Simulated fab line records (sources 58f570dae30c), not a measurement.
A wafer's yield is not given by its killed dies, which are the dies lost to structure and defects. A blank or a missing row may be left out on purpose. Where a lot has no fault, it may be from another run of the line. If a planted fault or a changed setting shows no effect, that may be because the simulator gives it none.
One fault seen from 2 desks | flow berkeley cmos170 | every desk sees just its own numbers, and what lay behind them comes last

## AT THE METROLOGY DESK
What the gauges read, lot by lot, whatever tool the lot ran on: means of the sampled wafers that have a number. Any lot whose mean is over 4 standard deviations away from the usual mean is out of limits and marked OUT; that distance is given in the brackets.
Columns: A = M1_AL_RS at UCB170_M1_RS_MEAS_01, usual 0.0487 ohm/sq; B = M1_AL_THK at UCB170_M1_THK_MEAS_02, usual 587 nm; C = cd nm at UCB170_M1_CD_MEAS_09, usual 700.3 nm; D = M1_OVL at UCB170_M1_OVL_MEAS_10, usual -1 nm
lot  | first seen here | A      | B   | C     | D
L359 | day 7 22:17     | 0.0480 | 599 | 700.9 | -1
L366 | day 8 14:04     | 0.0492 | 582 | 701.9 | -0
L367 | day 9 05:05     | 0.0479 | 594 | 701.4 | 3
L368 | day 9 05:36     | 0.0482 | 595 | 700.4 | 10
L371 | day 9 22:25     | 0.0481 | 588 | 699.9 | -2
L372 | day 10 06:04    | 0.0490 | 585 | 701.7 | -4
This desk found nothing out of limits on any of the 6 lots.

## FOR THE TOOL OWNER'S DESK: rie metal-04
The tool's own readings at UCB170_M1_METAL_ETCH_12 (etches Al in Cl2/BCl3, stops on PSG, target depth 780 nm, time 130 s): means of the sampled wafers that have a number, for each lot that ran on this tool. Any lot whose mean is over 4 standard deviations away from the usual mean is out of limits and marked OUT; that distance is given in the brackets.
Columns: A = drypump motor current A at UCB170_M1_METAL_ETCH_12, usual 5.56 A; B = oes product au at UCB170_M1_METAL_ETCH_12, usual 0.861 a.u.; C = rf fwd power W at UCB170_M1_METAL_ETCH_12, usual 597.5 W; D = throttle valve pct at UCB170_M1_METAL_ETCH_12, usual 24.47 %
lot  | first seen here | A    | B     | C     | D
L359 | day 7 23:38     | 5.29 | 0.882 | 595.8 | 24.48
L366 | day 8 16:56     | 5.20 | 0.856 | 599.1 | 24.44
L368 | day 9 06:56     | 5.29 | 0.880 | 597.4 | 24.49
This desk found nothing out of limits on any of the 3 lots.

## BROUGHT TOGETHER
From the metrology desk's view, nothing was out of limits.
Nothing out of limits was seen by the tool owner's desk.

## WHAT THE SIMULATOR PUT IN
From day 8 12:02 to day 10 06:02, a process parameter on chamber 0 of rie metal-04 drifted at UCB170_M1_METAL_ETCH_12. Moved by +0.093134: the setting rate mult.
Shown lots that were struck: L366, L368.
